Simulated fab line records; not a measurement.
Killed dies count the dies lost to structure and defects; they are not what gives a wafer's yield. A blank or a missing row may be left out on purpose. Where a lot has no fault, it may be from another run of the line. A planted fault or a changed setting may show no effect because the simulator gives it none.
A lot that was struck, set against a sound lot | flow berkeley cmos170 | 14 steps out of a route of 331
Sound: these wafers, L416.1, L416.3, L416.5. Wafers L407.1, L407.5, L407.6 were the ones struck. The cause comes at the end.
At each step with rows: each side's tool, then ch and its chambers, then its first start. Under that, the readings that differ: sound wafers | struck wafers | difference of the means | sigmas: that difference in standard deviations of wafers without a fault.
alike: readings with means less than 2 such deviations apart, plus words and numbers identical on both sides. not compared: withheld readings, readings lacking a value on some wafer, bounds such as >300 that could conceal the same value, and numbers that have no deviation in the record and whose values overlap.
The two part at a step that has a row with sigmas, a row that says differs or no value, or rows on one side only. Numbers that have no deviation but don't overlap get no sigmas and don't part them. Lack of a reading on every wafer of one side parts them only where that side has two or more wafers.

UCB170_PFIELD_TW_MEAS_09:
  sound on film metro-02 at day 7 14:01; struck on film metro-01 at day 5 09:59
  reading   | sound       | struck      | difference | sigmas
  PFIELD_TW | 590 592 592 | 615 616 612 | +23        | +2
then, 2 steps without rows for these wafers: UCB170_FIELD_CLEAN_00 (cleans in dHF, time 7.5 s); UCB170_FIELD_OXIDATION_01 (target thk 558.3 nm, ox time 7200 s).
UCB170_FIELD_THK_MEAS_02:
  sound on film metro-03 at day 7 21:03; struck on film metro-04 at day 5 20:14
  alike: FIELD_OXIDE_THK
then, 4 steps without rows for these wafers: UCB170_FIELD_ANNEAL_03 (time 1200 s); UCB170_FIELD_WET_ETCH_04 (etches SiO2 in dHF, time 60 s); UCB170_FIELD_WET_ETCH_05 (etches Si3N4 in H3PO4, time 12600 s); UCB170_FIELD_WET_ETCH_06 (etches SiO2 in BOE, time 22 s).
UCB170_FIELD_THK_MEAS_90:
  sound on film metro-03 at day 8 07:29; struck on film metro-03 at day 6 03:48
  alike: FIELD_OXIDE_LEFT_1_THK
then, 2 steps without rows for these wafers: UCB170_SACOX_CLEAN_00 (cleans in dHF, time 7.5 s); UCB170_SACOX_OXIDATION_01 (target thk 14.4 nm, ox time 2400 s).
UCB170_SACOX_THK_MEAS_02:
  sound on film metro-04 at day 8 10:53; struck on film metro-02 at day 6 07:43
  alike: SACOX_OXIDE_THK
UCB170_SCREENOX_WET_ETCH_00: etches SiO2 in dHF, time 200 s.
  sound on wet bench-02 ch 3, day 8 11:07; struck on wet bench-02 ch 1, day 6 07:47
  no value came back on the struck wafers for bath heat duty pct (%), run length s (s), time s (s); on the sound wafers bath heat duty pct (%) reads 6.7 6.7 6.3
  reading                                      | sound | struck            | difference | sigmas
  model.SiO2_of_SACOX_OXIDATION_01.thk nm (nm) | 0 0 0 | 14.56 14.22 14.64 | +14.47     |
then, 1 step without rows for these wafers: UCB170_SCREENOX_OXIDATION_01 (target thk 14.4 nm, ox time 2400 s).

== WHERE THEY PART ==
Last at UCB170_SCREENOX_WET_ETCH_00 as far as this record goes, first at UCB170_PFIELD_TW_MEAS_09.

WHY: the cause the simulator had injected
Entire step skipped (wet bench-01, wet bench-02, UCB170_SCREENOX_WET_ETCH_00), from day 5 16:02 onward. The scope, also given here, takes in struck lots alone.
